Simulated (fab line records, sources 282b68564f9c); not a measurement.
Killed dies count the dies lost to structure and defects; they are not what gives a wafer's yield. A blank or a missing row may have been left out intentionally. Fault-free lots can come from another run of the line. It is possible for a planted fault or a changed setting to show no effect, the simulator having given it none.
Comparing a struck lot with a sound one	flow ritCmos	19 steps out of a route of 202
Sound: the wafers L390.1, L390.4, L390.5. The struck wafers were L388.1, L388.4, L388.6. The cause is named last.
Each step with rows lists, per side, the tool, then ch with its chambers, then its first start. Under that, the readings that differ: sound wafers	struck wafers	difference of the means	sigmas: that difference in standard deviations of wafers without a fault.
alike: same words and numbers on both sides, and readings whose means sit less than 2 such deviations apart. not compared: any withheld reading, any reading some wafer has no value for, any bound like >300 that may hide the same value, and any number with overlapping values for which the record gives no deviation.
Wherever a step has rows on one side only, a row that says differs or no value, or a row with sigmas, the two part there. When numbers do not overlap yet have no deviation, they are printed without sigmas and do not part them. A reading that every wafer of one side lacks parts them only if that side has two wafers or more.

first, 1 step without rows for these wafers: RIT_CONTACT_HARDBAKE_10 (time 60 s).
RIT_CONTACT_ETCH_11: etches SiO2 in CHF3/CF4/Ar, stops on TiSi2, target depth 480 nm, time 320 s.
  sound on rieDiel-01 ch 1,2,3, day 6 18:10; struck on rieDiel-04 ch 2,3, day 6 09:24
  alike: drypumpMotorCurrentA, oesProductAu, throttleValvePct
  not compared: rfHoursCounterH
RIT_CONTACT_STRIP_12: strips in O2, time 180 s.
  sound on plasmaAsher-02 ch 0,1, day 6 18:22; struck on plasmaAsher-04 ch 1, day 6 09:36
  alike: drypumpMotorCurrentA
  not compared: rfHoursCounterH
RIT_CONTACT_CD_MEAS_90: the cd target is 1000 nm.
  sound on cdSem-01, day 6 18:32; struck on cdSem-02, day 6 09:46
  alike: cdNm
then, 2 steps without rows for these wafers: RIT_CONTACT_CLEAN_13 (cleans in SC1, time 600 s); RIT_CONTACT_CLEAN_14 (cleans in SC2, time 600 s).
RIT_M1_SPUTTER_00: material Al, target thk 400 nm, time 500 s.
  sound on pvdSputter-04, day 6 19:01; struck on pvdSputter-04, day 6 10:16
  alike: throttleValvePct
RIT_M1_RS_MEAS_01: a four-point-probe measurement.
  sound on filmMetro-02, day 6 19:19; struck on filmMetro-03, day 6 10:34
  alike: M1_AL_RS
RIT_M1_THK_MEAS_02: measures by xrf.
  sound on filmMetro-02, day 6 19:26; struck on filmMetro-03, day 6 10:41
  alike: M1_AL_THK
then, 3 steps without rows for these wafers: RIT_M1_HMDS_03 (prime time 60 s); RIT_M1_COAT_04 (resist thk 1300 nm); RIT_M1_SOFTBAKE_05 (time 60 s).
RIT_M1_EXPOSE_06: exposes mask M12, target cd 2600 nm.
  sound on ilineStepper-01 ch 0, day 6 20:04; struck on ilineStepper-02 ch 0, day 6 11:19
reading	sound	struck	difference	sigmas
model.M1.overlayXNm (nm)	-0.03723 -0.03723 -0.03723	4.623 4.623 4.623	+4.660	
  alike: mask
then, 2 steps without rows for these wafers: RIT_M1_PEB_07; RIT_M1_DEVELOP_08 (develop time 68 s).
RIT_M1_CD_MEAS_09: the cd target is 2600 nm.
  sound on cdSem-02, day 6 20:30; struck on cdSem-02, day 6 11:45
  alike: cdNm
RIT_M1_OVL_MEAS_10:
  sound on overlay-01, day 6 20:37; struck on overlay-02, day 6 11:52
reading	sound	struck	difference	sigmas
M1_OVL (nm)	-4.8 -0.3 -2.8	3.6 5.0 5.4	+7.3	+5
then, 1 step without rows for these wafers: RIT_M1_HARDBAKE_11 (time 120 s).
RIT_M1_PROBE_99:
  sound on prober-02, day 6 23:09; struck on prober-02, day 6 14:26
  alike: defectLimitedYield, killedAtContacts, killedAtFrontEnd, killedDies, killedOnRim, killedOpen, killedShort, sort_bin_3_pad_short, sort_bin_5_function, sort_bin_6_memory, sortNPass, sortYieldPct

WHERE THEY PART
Within this record, at RIT_M1_OVL_MEAS_10 only. Later steps at which nothing parts them and some readings are alike: RIT_M1_PROBE_99.

WHY: what the simulator had put in
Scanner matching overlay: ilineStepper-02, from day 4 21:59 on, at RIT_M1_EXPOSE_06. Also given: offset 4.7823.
